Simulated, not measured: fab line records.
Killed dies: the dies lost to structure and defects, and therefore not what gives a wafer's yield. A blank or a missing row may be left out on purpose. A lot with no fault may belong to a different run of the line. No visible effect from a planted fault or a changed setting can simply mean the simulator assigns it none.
fab line records ; flow berkeley-cmos170
record: lots: 6; wafers: 18; last-day: 13
route steps=331 shown CONTACT@232 M1@238
lots that met no fault: taken from a fault-free run of the same line
start-h: the number of hours between the record's first day and the start of the first shown wafer of the lot ; wait-h: hours elapsed since this lot's preceding step ; " as in the row above ; L1.1+2: one row covering several wafers at once ; - value missing, or start not given ; * or withheld: withheld ; < > ~ a bound
route shown NAME@n: names a module that has steps shown in the file, with the first one's number in the route ; usual: average and standard deviation across the fault-free wafers ; same: alike in all rows ; chamber/n: place in a boat ; sites: the reading at each site ; _std_site: the values' standard deviation ; _edge_site: outer sites' mean less inner sites' ; radius-mm: for every site, how far away it sits from the centre of the wafer ; mask NAME#n: copy n ; behind: the last tool/chamber to shape the wafer ; hold: reason for holding the lot/hours on hold/outcome of the hold ; device: whichever transistor did not switch (one of n, p or np) ; end of line: tests run on the same wafers once the route is complete ; for a step that has no rows: nothing shown but its recipe ; killed: the dies lost at the first sort to structure and to defects; this is not the yield of the wafer ; map: a wafer's dies, x killed, . not, _ none there
set.NAME: the setting the step ran with; set.NAME@STEP: the setting that earlier step ran with ; model.NAME: the simulator's own value behind a step, which no gauge read
lots at selected steps of the route; one table per step, one row per wafer
services: when a tool's chamber went out of use (start-h, in hours from the record's first day, below 0 if earlier), for how many hours, and the reason
== steps ==
step: UCB170_CONTACT_OVL_MEAS_16
usual: CONTACT_OVL: 0/4.9
lot.wafer;tool;chamber;start-h;wait-h;CONTACT_OVL[nm]
L279.1;overlay-01;-;177.60;0.1;8
L279.3;overlay-01;-;177.60;0.1;6
L279.5;overlay-01;-;177.60;0.1;2
L287.1;overlay-02;-;201.96;0.1;0
L287.3;overlay-02;-;201.96;0.1;-1
L287.4;overlay-02;-;201.96;0.1;-1
L285.1;overlay-01;-;203.99;0.1;1
L285.2;overlay-01;-;203.99;0.1;5
L285.6;overlay-01;-;203.99;0.1;-7
L286.2;overlay-01;-;204.23;0.1;-5
L286.3;overlay-01;-;204.23;0.1;1
L286.5;overlay-01;-;204.23;0.1;-5
L289.4;overlay-01;-;225.93;0.1;-2
L289.5;overlay-01;-;225.93;0.1;0
L289.6;overlay-01;-;225.93;0.1;-4
L302.3;overlay-02;-;301.94;0.1;3
L302.4;overlay-02;-;301.94;0.1;-4
L302.6;overlay-02;-;301.94;0.1;2
step: UCB170_CONTACT_ETCH_17
recipe: chemistry: N2/H2; target-depth-a: withheld; overetch-a: withheld; target: BARC; time-s: withheld; source-w: 500; bias-w: 100; pressure-mtorr: 30; n2-flow-sccm: 100; h2-flow-sccm: 200
usual: drypump-motor-current-A: 5.7/0.49; oes-product-au: 1.015/0.019; throttle-valve-pct: 13.33/0.17
lot.wafer;tool;chamber;start-h;wait-h;drypump-motor-current-A;oes-product-au;throttle-valve-pct
L279.1;rie-diel-03;1;177.64;0.0;5.1;1.021;13.21
L279.3;rie-diel-03;3;177.64;0.0;6.0;1.007;13.32
L279.5;rie-diel-03;2;177.64;0.0;5.5;1.032;13.08
L287.1;rie-diel-04;0;202.00;0.0;5.6;1.022;13.56
L287.3;rie-diel-04;3;202.00;0.0;5.6;0.981;13.26
L287.4;rie-diel-04;1;202.00;0.0;6.5;1.033;13.34
L285.1;rie-diel-04;2;204.02;0.0;5.0;1.036;13.25
L285.2;rie-diel-04;1;204.02;0.0;6.5;1.034;13.32
L285.6;rie-diel-04;0;204.02;0.0;5.6;1.043;13.56
L286.2;rie-diel-01;3;204.26;0.0;6.6;1.044;13.29
L286.3;rie-diel-01;2;204.26;0.0;6.0;0.988;13.56
L286.5;rie-diel-01;0;204.26;0.0;5.4;1.008;13.13
L289.4;rie-diel-04;3;225.95;0.0;5.6;1.003;13.28
L289.5;rie-diel-04;2;225.95;0.0;5.0;1.028;13.26
L289.6;rie-diel-04;3;225.95;0.0;5.6;0.996;13.26
L302.3;rie-diel-01;3;301.96;0.0;6.6;1.040;13.29
L302.4;rie-diel-01;1;301.96;0.0;5.4;1.024;13.65
L302.6;rie-diel-01;2;301.96;0.0;6.0;0.979;13.55
step: UCB170_CONTACT_ETCH_18
recipe: chemistry: CHF3/CF4/Ar; target: PSG; stop-on: TiSi2; CHF3_flow_sccm: 45; cf4-flow-sccm: 15; Ar_flow_sccm: 150; pressure-mtorr: 200; rf-w: 700; target-depth-a: 8400; over-etch-frac: 0.2; time-s: 195
usual: drypump-motor-current-A: 5.7/0.49; oes-product-au: 0.895/0.017; throttle-valve-pct: 6.92/0.091
lot.wafer;tool;chamber;start-h;wait-h;drypump-motor-current-A;oes-product-au;rf-hours-counter-h;throttle-valve-pct
L279.1;rie-diel-03;1;-;-;5.1;0.897;133;6.95
L279.3;rie-diel-03;3;-;-;6.0;0.877;84;6.85
L279.5;rie-diel-03;2;-;-;5.6;0.899;-;6.75
L287.1;rie-diel-04;0;-;-;5.6;0.909;17;7.07
L287.3;rie-diel-04;3;-;-;5.6;0.888;115;6.90
L287.4;rie-diel-04;1;-;-;6.5;0.921;1;6.91
L285.1;rie-diel-04;2;-;-;5.0;0.905;73;6.95
L285.2;rie-diel-04;1;-;-;6.5;0.913;1;6.88
L285.6;rie-diel-04;0;-;-;5.6;0.908;-;7.07
L286.2;rie-diel-01;3;-;-;6.6;0.891;63;7.02
L286.3;rie-diel-01;2;-;-;6.0;0.886;71;7.03
L286.5;rie-diel-01;0;-;-;5.4;0.917;-;6.91
L289.4;rie-diel-04;3;-;-;5.6;0.869;116;6.88
L289.5;rie-diel-04;2;-;-;5.0;0.907;-;6.97
L289.6;rie-diel-04;3;-;-;5.6;0.885;-;6.90
L302.3;rie-diel-01;3;-;-;6.6;0.894;67;7.02
L302.4;rie-diel-01;1;-;-;5.4;0.892;45;6.96
L302.6;rie-diel-01;2;-;-;6.0;0.879;-;7.05
step: UCB170_CONTACT_STRIP_19
recipe: chemistry: O2; power-w: 400; pressure-mtorr: 3500; platen-temp-c: withheld; o2-flow-sccm: 400; overash-fraction: 0.5
usual: drypump-motor-current-A: 5.6/0.39; oes-product-au: 0.725/0.0049
lot.wafer;tool;chamber;start-h;wait-h;drypump-motor-current-A;oes-product-au;rf-hours-counter-h
L279.1;plasma-asher-03;1;177.80;-;6.0;0.716;5
L279.3;plasma-asher-03;1;177.80;-;6.0;0.731;-
L279.5;plasma-asher-03;0;177.80;-;5.9;0.721;-
L287.1;plasma-asher-01;1;202.16;-;5.3;0.724;41
L287.3;plasma-asher-01;0;202.16;-;5.3;0.725;-
L287.4;plasma-asher-01;1;202.16;-;5.3;0.728;-
L285.1;plasma-asher-04;1;204.19;-;5.2;0.716;48
L285.2;plasma-asher-04;0;204.19;-;5.1;0.713;48
L285.6;plasma-asher-04;1;204.19;-;5.3;0.729;-
L286.2;plasma-asher-01;0;204.43;-;5.3;0.720;41
L286.3;plasma-asher-01;1;204.43;-;5.3;0.736;-
L286.5;plasma-asher-01;0;204.43;-;5.3;0.723;-
L289.4;plasma-asher-04;0;226.15;-;5.1;0.728;-
L289.5;plasma-asher-04;1;226.15;-;5.2;0.730;-
L289.6;plasma-asher-04;0;226.15;-;5.1;0.730;-
L302.3;plasma-asher-03;0;302.17;-;6.0;0.716;-
L302.4;plasma-asher-03;1;302.17;-;6.0;0.723;-
L302.6;plasma-asher-03;1;302.17;-;6.0;0.726;-
step: UCB170_CONTACT_CD_MEAS_90
recipe: target-cd-nm: 700
usual: cd-nm: 700.0/1.6
lot.wafer;tool;chamber;start-h;wait-h;cd-nm
L279.1;cd-sem-02;-;177.90;0.1;699.5
L279.3;cd-sem-02;-;177.90;0.1;701.4
L279.5;cd-sem-02;-;177.90;0.1;699.9
L287.1;cd-sem-01;-;202.26;0.1;702.8
L287.3;cd-sem-01;-;202.26;0.1;701.9
L287.4;cd-sem-01;-;202.26;0.1;700.5
L285.1;cd-sem-01;-;204.29;0.1;696.3
L285.2;cd-sem-01;-;204.29;0.1;697.3
L285.6;cd-sem-01;-;204.29;0.1;697.8
L286.2;cd-sem-02;-;204.57;0.1;701.1
L286.3;cd-sem-02;-;204.57;0.1;698.0
L286.5;cd-sem-02;-;204.57;0.1;698.9
L289.4;cd-sem-01;-;226.28;0.1;700.4
L289.5;cd-sem-01;-;226.28;0.1;700.2
L289.6;cd-sem-01;-;226.28;0.1;700.0
L302.3;cd-sem-01;-;302.27;0.1;702.1
L302.4;cd-sem-01;-;302.27;0.1;700.8
L302.6;cd-sem-01;-;302.27;0.1;700.6
step: UCB170_CONTACT_CLEAN_20
recipe: chemistry: SPM; temp-c: 120; time-s: 600
step: UCB170_M1_SPUTTER_00
recipe: material: Al; target-thk-nm: 600; time-s: 80; power-w: 6000; chamber-pressure-pa: 0.5
usual: throttle-valve-pct: 30.5/0.94
lot.wafer;tool;chamber;start-h;wait-h;throttle-valve-pct
L279.1;pvd-sputter-04;-;178.21;0.0;30.1
L279.3;pvd-sputter-04;-;178.21;0.0;32.5
L279.5;pvd-sputter-04;-;178.21;0.0;30.3
L287.1;pvd-sputter-04;-;202.58;0.0;32.5
L287.3;pvd-sputter-04;-;202.58;0.0;29.3
L287.4;pvd-sputter-04;-;202.58;0.0;29.9
L285.1;pvd-sputter-03;-;204.60;0.0;29.7
L285.2;pvd-sputter-03;-;204.60;0.0;30.8
L285.6;pvd-sputter-03;-;204.60;0.0;30.4
L286.2;pvd-sputter-04;-;204.86;0.0;32.3
L286.3;pvd-sputter-04;-;204.86;0.0;29.4
L286.5;pvd-sputter-04;-;204.86;0.0;29.3
L289.4;pvd-sputter-03;-;226.51;0.0;31.1
L289.5;pvd-sputter-03;-;226.51;0.0;30.9
L289.6;pvd-sputter-03;-;226.51;0.0;29.4
L302.3;pvd-sputter-03;-;303.28;0.0;29.6
L302.4;pvd-sputter-03;-;303.28;0.0;30.3
L302.6;pvd-sputter-03;-;303.28;0.0;29.4
step: UCB170_M1_RS_MEAS_01
recipe: thk-meas-gauge: four-point-probe; reads: Al_of_M1_SPUTTER_00
usual: M1_AL_RS: 0.0486/0.00057
lot.wafer;tool;chamber;start-h;wait-h;M1_AL_RS[ohm/sq]
L279.1;film-metro-03;-;178.27;0.0;0.0491
L279.3;film-metro-03;-;178.27;0.0;0.0477
L279.5;film-metro-03;-;178.27;0.0;0.0490
L287.1;film-metro-02;-;202.64;0.0;0.0481
L287.3;film-metro-02;-;202.64;0.0;0.0490
L287.4;film-metro-02;-;202.64;0.0;0.0499
L285.1;film-metro-02;-;204.66;0.0;0.0482
L285.2;film-metro-02;-;204.66;0.0;0.0489
L285.6;film-metro-02;-;204.66;0.0;0.0482
L286.2;film-metro-03;-;204.94;0.1;0.0485
L286.3;film-metro-03;-;204.94;0.1;0.0495
L286.5;film-metro-03;-;204.94;0.1;0.0491
L289.4;film-metro-02;-;226.63;0.1;0.0496
L289.5;film-metro-02;-;226.63;0.1;0.0496
L289.6;film-metro-02;-;226.63;0.1;0.0493
L302.3;film-metro-03;-;303.38;0.1;0.0491
L302.4;film-metro-03;-;303.38;0.1;0.0491
L302.6;film-metro-03;-;303.38;0.1;0.0494
step: UCB170_M1_THK_MEAS_02
recipe: thk-meas-gauge: xrf; reads: Al_of_M1_SPUTTER_00
usual: M1_AL_THK: 593/7
lot.wafer;tool;chamber;start-h;wait-h;M1_AL_THK[nm]
L279.1;film-metro-03;-;178.39;0.1;583
L279.3;film-metro-03;-;178.39;0.1;601
L279.5;film-metro-03;-;178.39;0.1;586
L287.1;film-metro-02;-;202.76;0.1;599
L287.3;film-metro-02;-;202.76;0.1;593
L287.4;film-metro-02;-;202.76;0.1;579
L285.1;film-metro-02;-;204.78;0.1;602
L285.2;film-metro-02;-;204.78;0.1;594
L285.6;film-metro-02;-;204.78;0.1;598
L286.2;film-metro-03;-;205.05;0.1;596
L286.3;film-metro-03;-;205.05;0.1;586
L286.5;film-metro-03;-;205.05;0.1;589
L289.4;film-metro-02;-;226.72;0.1;581
L289.5;film-metro-02;-;226.72;0.1;579
L289.6;film-metro-02;-;226.72;0.1;586
L302.3;film-metro-03;-;303.48;0.1;586
L302.4;film-metro-03;-;303.48;0.1;588
L302.6;film-metro-03;-;303.48;0.1;584
step: UCB170_M1_COAT_03
recipe: resist: BARC; temp-c: withheld; time-s: withheld; spin-rpm: 3000; resist-thk-nm: withheld
step: UCB170_M1_COAT_04
recipe: resist: KrF; spin-rpm: 1500; resist-thk-nm: 900
step: UCB170_M1_SOFTBAKE_05
recipe: resist: KrF; temp-c: 130; time-s: 60
step: UCB170_M1_EXPOSE_06
recipe: mask-id: METAL1; target-cd-nm: 700; na: 0.5; sigma-outer: 0.6; source-shape: conventional; dose-mj: 21
usual: exposure-dose-mJ-cm2: 20.989/0.021; focus-offset-nm: -0.1/0.5
lot.wafer;tool;chamber;start-h;wait-h;mask;exposure-dose-mJ-cm2;focus-offset-nm
L279.1;krf-scanner-01;0;179.15;-;METAL1#0;21.018;-0.6
L279.3;krf-scanner-01;0;179.15;-;METAL1#0;21.004;-0.1
L279.5;krf-scanner-01;0;179.15;-;METAL1#0;21.019;-1.0
L287.1;krf-scanner-02;0;203.39;-;METAL1#0;21.025;-0.2
L287.3;krf-scanner-02;0;203.39;-;METAL1#0;20.970;0.2
L287.4;krf-scanner-02;0;203.39;-;METAL1#0;20.946;0.7
L285.1;krf-scanner-01;-;205.33;-;METAL1#0;-;-
L285.2;krf-scanner-01;-;205.33;-;METAL1#0;-;-
L285.6;krf-scanner-01;-;205.33;-;METAL1#0;-;-
L286.2;krf-scanner-02;-;205.70;-;METAL1#0;-;-
L286.3;krf-scanner-02;-;205.70;-;METAL1#0;-;-
L286.5;krf-scanner-02;-;205.70;-;METAL1#0;-;-
L289.4;krf-scanner-01;0;227.53;-;METAL1#0;20.989;-0.7
L289.5;krf-scanner-01;0;227.53;-;METAL1#0;21.004;0.5
L289.6;krf-scanner-01;0;227.53;-;METAL1#0;20.984;0.0
L302.3;krf-scanner-02;0;304.13;-;METAL1#0;20.983;0.4
L302.4;krf-scanner-02;0;304.13;-;METAL1#0;20.998;-0.1
L302.6;krf-scanner-02;0;304.13;-;METAL1#0;20.980;-0.6
step: UCB170_M1_PEB_07
recipe: peb-temp-c: 130; peb-time-s: withheld; resist: KrF
== services ==
tool;chamber;start-h;hours;kind
rie-diel-04;-;156.72;4.7;repair
krf-scanner-01;-;159.27;1.0;pm
krf-scanner-01;-;160.27;0.8;pm
rie-diel-04;1;161.40;-;clean
rie-diel-04;1;161.40;16.1;scheduled-down
rie-diel-04;1;161.40;16.1;vent-cycle
krf-scanner-02;-;201.23;1.2;repair
krf-scanner-02;0;210.89;-;calibration
rie-diel-01;0;223.70;5.4;repair
krf-scanner-01;-;229.08;0.2;repair
plasma-asher-01;-;229.90;14.6;pm
plasma-asher-03;-;236.05;0.7;repair
krf-scanner-02;-;236.32;4.8;repair
rie-diel-01;3;237.27;2.5;repair
krf-scanner-02;-;241.16;1.3;pm
krf-scanner-02;-;242.46;1.0;pm
krf-scanner-01;-;257.51;1.3;pm
rie-diel-03;1;262.87;-;clean
rie-diel-03;1;262.87;17.5;scheduled-down
krf-scanner-01;0;274.81;-;calibration
plasma-asher-01;-;278.39;8.8;repair
pvd-sputter-04;-;278.72;7.6;repair
pvd-sputter-04;-;292.03;1.0;repair
krf-scanner-02;-;295.31;0.8;pm
== key ==
first-sign: step: UCB170_M1_EXPOSE_06; reading: tool-record; direction: missing
effect none on later readings
met-at UCB170_M1_EXPOSE_06
struck-wafers L285.1,L285.2,L285.6,L286.2,L286.3,L286.5
later-rows-left-out L285.1,L285.2,L285.6,L286.2,L286.3,L286.5
sort-left-out L285.1,L285.2,L285.6,L286.2,L286.3,L286.5
onset-between 203.39 205.33
fault: kind: skipped-step-whole; tool: krf-scanner-01,krf-scanner-02; chamber: -; onset-h: 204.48; steps: UCB170_M1_EXPOSE_06; scope: struck-lots-only
sort-left-out: the simulated sort isn't trusted on such a fault, so these wafers' sort isn't shown, and their yield isn't known
later-rows-left-out: the simulator's readings of these wafers behind a module that went badly wrong aren't trusted and aren't shown, but for the sort
